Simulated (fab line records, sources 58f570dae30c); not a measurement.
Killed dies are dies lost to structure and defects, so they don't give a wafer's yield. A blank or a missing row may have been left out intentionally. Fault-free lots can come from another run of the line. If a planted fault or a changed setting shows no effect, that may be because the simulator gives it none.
Split-lot experiment -- flow berkeley-cmos170 -- 23 wafers read across 5 lots, on a route 331 steps long

== THE SPLIT ==
At UCB170_ACTIVE_EXPOSE_10 (exposes mask ACTIVE, target cd 1200 nm), the setting dose-mj was moved away from the recipe's 20 on 8 of the 23 wafers read, by -2.2% to +7.4%. For the rest of the wafers, this setting stayed at what the recipe calls for.

== FROM THE SPLIT TO THE READING: what the file shows between them, 5 steps ==
- UCB170_ACTIVE_PEB_11
- UCB170_ACTIVE_DEVELOP_12: develop time 45 s
- UCB170_ACTIVE_CD_MEAS_13: target cd 1200 nm
- UCB170_ACTIVE_ETCH_15: etches Si3N4 in CH3F/Ar/O2, stops on SiO2, target depth 242 nm, time 151 s
- UCB170_ACTIVE_STRIP_16: strips in O2

== THE READING ==
Shown in nm: cd-nm at UCB170_ACTIVE_CD_MEAS_90, with target cd 1200 nm. Fault-free wafers of this fab line usually give 1200.4 nm, standard deviation 1.3 nm.

wafer,"tool, chamber at the split",dose-mj as run,against the recipe,"cd-nm, nm",against lot-mates on the recipe
L074.1,"krf-scanner-01, 0",21.48,+7.4%,1188.3,-13.0
L074.2,"krf-scanner-01, 0",20,recipe,1202.5,-
L074.3,"krf-scanner-01, 0",21.48,+7.4%,1189.9,-11.4
L074.4,"krf-scanner-01, 0",20,recipe,1200.5,-
L074.6,"krf-scanner-01, 0",20,recipe,1201.0,-
L075.1,"krf-scanner-02, 0",20,recipe,1201.4,-
L075.2,"krf-scanner-02, 0",21.4,+7.0%,1188.4,-13.3
L075.3,"krf-scanner-02, 0",21.4,+7.0%,1188.8,-12.9
L075.5,"krf-scanner-02, 0",20,recipe,1202.6,-
L075.6,"krf-scanner-02, 0",20,recipe,1201.2,-
L076.1,"krf-scanner-02, 0",20,recipe,1200.8,-
L076.2,"krf-scanner-02, 0",20,recipe,1198.4,-
L076.3,"krf-scanner-02, 0",20,recipe,1198.7,-
L076.4,"krf-scanner-02, 0",20.39,+2.0%,1195.7,-3.6
L076.5,"krf-scanner-02, 0",20.39,+2.0%,1195.4,-3.9
L084.1,"krf-scanner-02, 0",20,recipe,1200.4,-
L084.3,"krf-scanner-02, 0",20,recipe,1202.4,-
L084.6,"krf-scanner-02, 0",20,recipe,1202.5,-
L085.1,"krf-scanner-01, 0",19.55,-2.2%,1204.9,+6.0
L085.2,"krf-scanner-01, 0",20,recipe,1199.7,-
L085.3,"krf-scanner-01, 0",20,recipe,1198.1,-
L085.4,"krf-scanner-01, 0",20,recipe,1198.8,-
L085.6,"krf-scanner-01, 0",19.55,-2.2%,1204.3,+5.4

THE FIT
A straight line over all 23 wafers: cd-nm changes by -1.66 nm for each +1% of dose-mj; r = -0.96; the points scatter about the line by 1.4 nm.
The same after taking each lot's own level away (the mean of its wafers on the recipe; 23 wafers): -1.83 nm for each +1%; r = -0.98; scatter 0.98 nm.
That fit puts the effect of the largest move of dose-mj on the reading at 14 nm.
Measured against the standard deviation above, the lots' own levels, which go from 1198.87 to 1201.77 nm, span 2.2 times it.
Consequently the slope shifts little with the lot-to-lot level, the two slopes agreeing.
Check: with one of the wafers moved furthest among these (+7.4%) left out of the fit, the line predicts -13.4 nm for it against its lot-mates. It came out at -13 nm against them.

== OTHER SPLITS ON THESE WAFERS ==
These wafers also went through other splits before the reading. Each is held against what the fit with the lots' levels taken away leaves over:
other split on the same wafers,wafers away from the commonest value,r with cd-nm (lot level and that fit taken away)
UCB170_START_OXIDATION_02 temp-c,18,-0.14
UCB170_PWELL_CVD_05 time-s,18,-0.22
UCB170_PWELL_DEVELOP_12 develop-time-s,11,+0.09

== THE WHOLE CHAIN: every reading that the file lists as answering this split, in the file's order ==
step,what it does,reading,change (the file's fit),r (the file's)
UCB170_ACTIVE_CD_MEAS_13,target cd 1200 nm,cd-nm,-1.81 nm for each +1% of the setting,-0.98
UCB170_ACTIVE_ETCH_15,"etches Si3N4 in CH3F/Ar/O2, stops on SiO2, target depth 242 nm, time 151 s","ACTIVE.cd-nm (the simulator's own value, which no gauge read)",-1.79 nm for each +1% of the setting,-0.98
UCB170_ACTIVE_CD_MEAS_90,target cd 1200 nm,cd-nm,-1.8 nm for each +1% of the setting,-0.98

== THE FILE'S OWN FIT ==
cd-nm changes by -1.8 nm for each +1% of dose-mj, r = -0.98.
